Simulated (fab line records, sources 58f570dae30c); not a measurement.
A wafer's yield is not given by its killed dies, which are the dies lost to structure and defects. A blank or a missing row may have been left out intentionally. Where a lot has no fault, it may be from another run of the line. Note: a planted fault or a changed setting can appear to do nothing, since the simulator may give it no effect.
The same fault as seen by 2 desks :: flow berkeley-cmos170 :: each desk holds nothing but its own numbers, with what lay behind them at the end

== THE TOOL OWNER'S DESK: furnace-01 ==
The tool's own readings at UCB170_PWELL_OXIDATION_02 (target thk 26.4 nm, ox time 1321 s): means of the sampled wafers that have a number, for each lot that ran on this tool. Any lot whose mean is over 4 standard deviations away from the usual mean is out of limits and marked OUT; that distance is given in the brackets.
Columns: A = ox-temp-c-max at UCB170_PWELL_OXIDATION_02, usual 1003.5; B = spike-tc-source-C at UCB170_PWELL_OXIDATION_02, usual 1025 C; C = zone-power-load-pct at UCB170_PWELL_OXIDATION_02, usual 33.1 %
lot: L726
first seen here: day 5 05:33
A: 1004.6
B: 1029
C: 31.9

lot: L727
first seen here: day 5 05:33
A: 1004.5
B: 1028
C: 31.7

lot: L728
first seen here: day 5 10:59
A: 1003.8
B: 1028
C: 31.7

lot: L729
first seen here: day 5 10:59
A: 1004.5
B: 1028
C: 31.8
This desk's finding: nothing out of limits on any of the 4 lots.

== METROLOGY DESK ==
What the gauges read for every lot (on any tool): the sampled wafers with a number, averaged. Any lot whose mean is over 4 standard deviations away from the usual mean is out of limits and marked OUT; that distance is given in the brackets.
Columns: A = V2_BOW at UCB170_V2_BOW_MEAS_03, usual 36 um; B = V2_POLISHED_THK at UCB170_V2_THK_MEAS_04, usual 1000.7 nm; C = cd-nm at UCB170_V2_CD_MEAS_12, usual 700.2 nm
lot: L716
first seen here: day 8 08:34
A: 36
B: 1000.0
C: 699.2

lot: L718
first seen here: day 8 11:11
A: 34
B: 1000.7
C: 699.0

lot: L719
first seen here: day 8 12:04
A: 38
B: 1002.5
C: 699.5

lot: L717
first seen here: day 8 15:42
A: 32
B: 1000.6
C: 698.1

lot: L720
first seen here: day 8 16:00
A: 35
B: 1000.5
C: 702.4

lot: L723
first seen here: day 9 15:10
A: 36
B: 1000.7
C: 699.4

lot: L724
first seen here: day 9 23:37
A: 39
B: 999.6
C: 700.0

lot: L725
first seen here: day 10 01:50
A: 32
B: 1000.6
C: 698.5

lot: L727
first seen here: day 10 12:00
A: 37
B: 1002.6
C: 701.8

lot: L729
first seen here: day 10 23:23
A: 35
B: 999.7
C: 699.4

lot: L728
first seen here: day 11 00:53
A: 33
B: 1002.2
C: 698.0

lot: L726
first seen here: day 11 01:16
A: 38
B: 999.9
C: 700.2

lot: L731
first seen here: day 11 13:27
A: 30
B: 999.7
C: 703.3

lot: L739
first seen here: day 13 08:14
A: 35
B: 999.5
C: 700.7
This desk's finding: nothing out of limits on any of the 14 lots.

== BROUGHT TOGETHER ==
The desk of the tool owner found nothing out of limits.
At the metrology desk, nothing out of limits was observed.

== WHAT HAD BEEN PUT IN BY THE SIMULATOR ==
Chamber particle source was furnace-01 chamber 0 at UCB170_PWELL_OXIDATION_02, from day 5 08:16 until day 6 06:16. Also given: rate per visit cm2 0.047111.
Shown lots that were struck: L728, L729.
